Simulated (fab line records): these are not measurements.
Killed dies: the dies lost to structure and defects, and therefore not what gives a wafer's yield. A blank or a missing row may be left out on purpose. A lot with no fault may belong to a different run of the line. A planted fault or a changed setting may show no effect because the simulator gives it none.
Which tool was responsible? / flow rit cmos / 13 lots with 39 wafers sampled at 3 steps, on a route of 202 steps

## WHAT THE GAUGES READ, wafer by wafer
RIT_PLDD_OVL_MEAS_06. Usual: PLDD_OVL 0.4 nm, standard deviation 1.3.
lot=L523; measured=day 2 20:23; on=overlay-02; PLDD_OVL (nm)=1.2 1.8 1.8; flag=
lot=L524; measured=day 3 05:58; on=overlay-02; PLDD_OVL (nm)=0.1 1.6 0.0; flag=
lot=L525; measured=day 3 09:53; on=overlay-01; PLDD_OVL (nm)=-0.6 -0.7 1.4; flag=
lot=L526; measured=day 3 14:37; on=overlay-01; PLDD_OVL (nm)=1.4 -1.0 -0.2; flag=
lot=L527; measured=day 3 18:51; on=overlay-01; PLDD_OVL (nm)=2.1 2.1 3.1; flag=
lot=L529; measured=day 4 02:42; on=overlay-01; PLDD_OVL (nm)=1.4 0.5 0.0; flag=
lot=L530; measured=day 4 06:29; on=overlay-01; PLDD_OVL (nm)=1.2 0.8 1.3; flag=
lot=L531; measured=day 4 16:05; on=overlay-01; PLDD_OVL (nm)=-0.9 -1.4 -0.7; flag=
lot=L533; measured=day 4 22:55; on=overlay-02; PLDD_OVL (nm)=-0.9 0.4 -0.4; flag=
lot=L534; measured=day 5 03:58; on=overlay-02; PLDD_OVL (nm)=0.8 -0.8 -2.2; flag=
lot=L543; measured=day 7 03:16; on=overlay-02; PLDD_OVL (nm)=-1.9 -0.2 -1.2; flag=
lot=L545; measured=day 7 11:32; on=overlay-01; PLDD_OVL (nm)=1.3 -0.9 1.1; flag=
lot=L546; measured=day 7 17:55; on=overlay-01; PLDD_OVL (nm)=-0.7 -0.5 -2.4; flag=

RIT_PSD_OVL_MEAS_06. Usual: PSD_OVL -1.2 nm, standard deviation 1.3.
lot=L523; measured=day 3 02:35; on=overlay-02; PSD_OVL (nm)=0.2 1.2 -1.5; flag=
lot=L524; measured=day 3 11:17; on=overlay-02; PSD_OVL (nm)=-2.6 0.9 -1.8; flag=
lot=L525; measured=day 3 15:34; on=overlay-02; PSD_OVL (nm)=-0.7 0.0 -1.1; flag=
lot=L526; measured=day 3 20:04; on=overlay-02; PSD_OVL (nm)=1.2 -2.3 -1.5; flag=
lot=L527; measured=day 4 00:29; on=overlay-02; PSD_OVL (nm)=-1.4 -1.6 -2.5; flag=
lot=L529; measured=day 4 08:14; on=overlay-02; PSD_OVL (nm)=-1.6 1.1 1.2; flag=
lot=L530; measured=day 4 12:58; on=overlay-02; PSD_OVL (nm)=-1.8 0.1 -0.6; flag=
lot=L531; measured=day 4 21:58; on=overlay-01; PSD_OVL (nm)=-0.7 -1.9 -0.9; flag=
lot=L533; measured=day 5 05:22; on=overlay-02; PSD_OVL (nm)=-0.5 -0.7 -2.3; flag=
lot=L534; measured=day 5 10:39; on=overlay-01; PSD_OVL (nm)=-4.4 -2.3 -2.8; flag=
lot=L543; measured=day 7 09:03; on=overlay-02; PSD_OVL (nm)=-0.8 -0.6 0.5; flag=
lot=L545; measured=day 7 16:53; on=overlay-02; PSD_OVL (nm)=-2.7 -1.6 -1.1; flag=
lot=L546; measured=day 8 00:53; on=overlay-01; PSD_OVL (nm)=-2.2 -1.1 -2.3; flag=

RIT_SDANNEAL_RS_MEAS_05: a four-point-probe measurement. Usual: NSD_RS 84.5 ohm/sq, standard deviation 0.34.
lot=L523; measured=day 3 03:47; on=film metro-04; NSD_RS (ohm/sq)=84.5 84.1 84.3; flag=
lot=L524; measured=day 3 12:25; on=film metro-04; NSD_RS (ohm/sq)=84.4 84.4 84.3; flag=
lot=L525; measured=day 3 16:41; on=film metro-03; NSD_RS (ohm/sq)=84.2 84.4 84.4; flag=
lot=L526; measured=day 3 21:13; on=film metro-03; NSD_RS (ohm/sq)=84.1 84.4 84.3; flag=
lot=L527; measured=day 4 01:47; on=film metro-02; NSD_RS (ohm/sq)=85.5 85.1 85.3; flag=
lot=L529; measured=day 4 09:23; on=film metro-02; NSD_RS (ohm/sq)=84.0 84.1 84.2; flag=
lot=L530; measured=day 4 14:06; on=film metro-04; NSD_RS (ohm/sq)=84.4 84.3 84.1; flag=
lot=L531; measured=day 4 23:06; on=film metro-03; NSD_RS (ohm/sq)=84.8 85.1 85.0; flag=
lot=L533; measured=day 5 07:05; on=film metro-04; NSD_RS (ohm/sq)=84.3 84.3 84.3; flag=
lot=L534; measured=day 5 11:48; on=film metro-04; NSD_RS (ohm/sq)=84.6 84.5 85.0; flag=
lot=L543; measured=day 7 10:20; on=film metro-04; NSD_RS (ohm/sq)=84.8 84.7 84.8; flag=
lot=L545; measured=day 7 18:13; on=film metro-03; NSD_RS (ohm/sq)=84.8 84.4 84.5; flag=
lot=L546; measured=day 8 02:02; on=film metro-03; NSD_RS (ohm/sq)=84.6 84.7 84.3; flag=

## WHICH TOOL RAN EACH LOT (tool, then ch and the chambers of the sampled wafers, then the start)
Record: no process step prior to these readings.

## AS READ BY THE TOOLS THEMSELVES (means over the sampled wafers that have a number; for cases with no such wafer, the mark the record gives instead)
The record holds no such reading with a usual standard deviation.

## THE ANSWER, worked out from the rows above alone
Rule: take the mean of a lot's wafers that have a number; if it is more than 3 standard deviations from the usual mean, the lot is off. A lot without any number at a reading at which 4 lots or more have one is off too. Any other lot the step has rows for is counted as sound. After the gauges, taken in route order, come the tools' own readings; for these a lot's mean is taken, as printed above. At the first step where some lot is off, the reading lying furthest off is the one used; lots without a number count as furthest.
Nothing can be told from this: no lot is off at any reading shown.

## WHAT THE SIMULATOR HAD PUT IN
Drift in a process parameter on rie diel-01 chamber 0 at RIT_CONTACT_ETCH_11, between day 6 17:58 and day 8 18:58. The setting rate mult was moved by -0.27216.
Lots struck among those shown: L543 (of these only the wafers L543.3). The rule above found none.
